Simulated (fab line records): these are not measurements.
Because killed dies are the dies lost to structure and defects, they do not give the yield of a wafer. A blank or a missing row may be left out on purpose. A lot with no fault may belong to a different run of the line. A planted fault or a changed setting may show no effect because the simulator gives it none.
Which tool did it? ; flow rit cmos ; 13 lots, 39 wafers sampled, at 4 steps of a route of 202

== WHAT THE GAUGES READ, wafer by wafer ==
RIT_NSD_TW_MEAS_10. Usual: NSD_TW typically reads 3141, with standard deviation 31.
lot;measured;on;NSD_TW;flag
L223;day 3 09:59;film metro-02;3192 3170 3163;
L224;day 3 19:01;film metro-03;3136 3151 3155;
L228;day 4 07:44;film metro-04;3076 3099 3093;
L229;day 4 15:35;film metro-04;3116 3086 3080;
L230;day 4 21:37;film metro-03;3168 3137 3118;
L231;day 5 01:49;film metro-03;3142 3137 3157;
L232;day 5 06:01;film metro-02;3140 3146 3147;
L234;day 5 16:11;film metro-04;3079 3069 3090;
L235;day 5 17:18;film metro-03;3137 3147 3142;
L236;day 5 21:26;film metro-02;3137 3134 3147;
L237;day 6 04:41;film metro-02;3155 3176 3168;
L238;day 6 12:20;film metro-03;3150 3164 3163;
L239;day 6 15:07;film metro-03;3172 3148 3156;

RIT_SILICIDE_RS_MEAS_02: a four-point-probe measurement. Usual: SILICIDE_TI_RS typically reads 47.9 ohm/sq, with standard deviation 0.77.
lot;measured;on;SILICIDE_TI_RS (ohm/sq);flag
L223;day 3 13:01;film metro-02;48.3 47.9 46.8;
L224;day 3 21:55;film metro-03;48.6 48.9 48.9;
L228;day 4 10:28;film metro-03;49.0 48.9 48.7;
L229;day 4 18:12;film metro-01;47.9 49.2 47.6;
L230;day 5 00:22;film metro-03;48.1 48.2 47.8;
L231;day 5 04:29;film metro-03;47.8 47.8 48.8;
L232;day 5 08:48;film metro-01;49.1 48.8 49.6;
L234;day 5 18:56;film metro-02;47.3 46.9 47.0;
L235;day 5 20:01;film metro-01;48.0 48.0 48.7;
L236;day 6 00:08;film metro-01;46.7 47.9 47.3;
L237;day 6 07:25;film metro-03;48.4 48.0 47.1;
L238;day 6 14:56;film metro-02;51.9 46.3 51.6;
L239;day 6 17:56;film metro-01;48.0 48.8 48.8;

RIT_SILICIDE_THK_MEAS_03: measures by xrf. Usual: SILICIDE_TI_THK typically reads 29.9 nm, with standard deviation 0.39.
lot;measured;on;SILICIDE_TI_THK (nm);flag
L223;day 3 13:07;film metro-02;29.8 29.8 30.5;
L224;day 3 22:02;film metro-03;29.6 29.5 29.5;
L228;day 4 10:35;film metro-03;29.5 29.5 29.7;
L229;day 4 18:19;film metro-01;30.0 29.4 30.2;
L230;day 5 00:29;film metro-03;30.0 29.9 30.0;
L231;day 5 04:37;film metro-03;30.0 30.0 29.5;
L232;day 5 08:55;film metro-01;29.3 29.3 29.2;
L234;day 5 19:03;film metro-02;30.2 30.3 30.2;
L235;day 5 20:07;film metro-01;29.8 29.8 29.4;
L236;day 6 00:14;film metro-01;30.7 30.0 30.2;
L237;day 6 07:32;film metro-03;29.8 30.1 30.2;
L238;day 6 15:03;film metro-02;28.1 30.9 28.3;
L239;day 6 18:03;film metro-01;30.0 29.5 29.5;

== TOOL THAT RAN EACH LOT (tool first, then ch and the chambers of the sampled wafers, then the start) ==
lot;RIT_SILICIDE_SPUTTER_01
L223;pvd sputter-03, day 3 12:50
L224;pvd sputter-01, day 3 21:45
L228;pvd sputter-01, day 4 10:19
L229;pvd sputter-03, day 4 18:03
L230;pvd sputter-02, day 5 00:13
L231;pvd sputter-03, day 5 04:20
L232;pvd sputter-02, day 5 08:39
L234;pvd sputter-02, day 5 18:47
L235;pvd sputter-03, day 5 19:49
L236;pvd sputter-02, day 5 23:58
L237;pvd sputter-03, day 6 07:16
L238;pvd sputter-02, day 6 14:47
L239;pvd sputter-03, day 6 17:47
- RIT_SILICIDE_SPUTTER_01: material Ti, target thk 30 nm, time 240 s.

== AS READ BY THE TOOLS THEMSELVES (means over the sampled wafers that have a number; for cases with no such wafer, the mark the record gives instead) ==
RIT_SILICIDE_SPUTTER_01. Usual: cathode dc power W 350.00 W, standard deviation 0.064; throttle valve pct 30.1 %, standard deviation 1.1.
lot;tool;cathode dc power W (W);throttle valve pct (%);flag
L223;pvd sputter-03;349.98;30.2;
L224;pvd sputter-01;349.98;29.6;
L228;pvd sputter-01;350.04;30.0;
L229;pvd sputter-03;350.03;29.7;
L230;pvd sputter-02;350.08;28.5;
L231;pvd sputter-03;349.96;30.1;
L232;pvd sputter-02;349.99;29.5;
L234;pvd sputter-02;350.01;31.1;
L235;pvd sputter-03;350.02;30.2;
L236;pvd sputter-02;350.01;30.0;
L237;pvd sputter-03;350.02;29.8;
L238;pvd sputter-02;349.96;31.6;
L239;pvd sputter-03;350.05;30.1;

== THE ANSWER, worked out from the rows above alone ==
Rule: take the mean of a lot's wafers that have a number; if it is more than 3 standard deviations from the usual mean, the lot is off. A lot without any number at a reading at which 4 lots or more have one is off too. All remaining lots with rows at the step are treated as sound. First the gauges in route order, then the tools' own readings, where a lot's mean is used as printed above. At the first step where some lot is off, the reading lying furthest off is the one used; lots without a number count as furthest.
Across all readings shown, no lot is off: no conclusion can be drawn from this.

== WHAT THE SIMULATOR HAD INSERTED ==
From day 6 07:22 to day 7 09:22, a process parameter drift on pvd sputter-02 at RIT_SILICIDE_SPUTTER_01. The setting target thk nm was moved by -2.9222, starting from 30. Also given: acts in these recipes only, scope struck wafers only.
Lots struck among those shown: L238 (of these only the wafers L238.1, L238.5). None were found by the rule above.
